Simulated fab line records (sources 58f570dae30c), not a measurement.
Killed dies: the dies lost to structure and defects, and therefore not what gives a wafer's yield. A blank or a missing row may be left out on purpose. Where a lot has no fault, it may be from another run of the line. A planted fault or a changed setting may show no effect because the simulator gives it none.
A struck lot beside a sound one ; flow berkeley-cmos170 ; 15 out of 331 route steps
Sound: wafers L364.1, L364.2, L364.3. Struck: wafers L371.1, L371.3, L371.6. The cause is given at the end.
Per side, at each step with rows, come the tool, then ch with its chambers, and then its first start. Under that, the readings that differ: sound wafers ; struck wafers ; difference of the means ; sigmas: that difference in standard deviations of wafers without a fault.
alike: a reading whose means differ by less than 2 such deviations, as well as words and numbers matching on both sides. not compared: withheld readings; readings where some wafer has no value; bounds like >300 that might hide an equal value; numbers whose values overlap and for which the record gives no deviation.
A row with sigmas, a row that says differs or no value, or rows on one side alone: a step with any of these is where the two part. Numbers that have no deviation but don't overlap get no sigmas and don't part them. A reading missing from all wafers of one side parts the sides only when that side holds two or more wafers.

UCB170_START_BOW_MEAS_00:
  sound: film-metro-04 at day 2 16:00; struck: film-metro-04 at day 4 03:00
  alike: INCOMING_BOW
then, 2 steps without rows for these wafers: UCB170_START_CLEAN_01 (cleans in dHF, time 60 s); UCB170_START_OXIDATION_02 (target thk 20 nm, ox time 1800 s).
UCB170_START_THK_MEAS_03:
  sound: film-metro-01 at day 2 20:49; struck: film-metro-01 at day 4 09:57
  alike: START_OXIDE_THK
then, 7 steps without rows for these wafers: UCB170_START_ANNEAL_04 (time 1200 s); UCB170_ZERO_HMDS_00 (prime time 60 s); UCB170_ZERO_COAT_01 (resist thk 900 nm); UCB170_ZERO_SOFTBAKE_02 (time 60 s); UCB170_ZERO_EXPOSE_03 (exposes mask PM MARKS, target cd 4000 nm); UCB170_ZERO_PEB_04; UCB170_ZERO_DEVELOP_05 (develop time 45 s).
UCB170_ZERO_ETCH_06: etches SiO2 in CHF3/CF4/Ar, time 12 s.
  sound on rie-diel-01 ch 0,2,3, day 3 02:10; struck on rie-diel-03 ch 0,3, day 4 15:04
  alike: drypump-motor-current-A, oes-product-au, throttle-valve-pct
  not compared: rf-hours-counter-h
UCB170_ZERO_STRIP_07: strips in O2.
  sound on plasma-asher-03 ch 0,1, day 3 02:11; struck on plasma-asher-03 ch 0,1, day 4 15:06
reading;sound;struck;difference;sigmas
o2-flow-sccm (sccm);398.9 401.2 400.8;200.4 201.3 201.7;-199.2;-99 or more
oes-product-au (a.u.);0.725 0.730 0.718;0.664 0.664 0.667;-0.059;-15
strip-time-to-endpoint-s (s);21.49 21.42 21.49;24.57 24.62 24.66;+3.15;+52
  alike: drypump-motor-current-A
  not compared: rf-hours-counter-h
then, 2 steps without rows for these wafers: UCB170_NWELL_WET_ETCH_00 (etches SiO2 in dHF, time 200 s); UCB170_M3_PROBE_99.

== WHERE THEY PART ==
UCB170_ZERO_STRIP_07 only, going by this record.

WHY: the cause the simulator had injected
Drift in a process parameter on plasma-asher-03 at UCB170_ZERO_STRIP_07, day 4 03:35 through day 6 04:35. The setting o2-flow-sccm was moved by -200, starting from 400. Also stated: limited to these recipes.
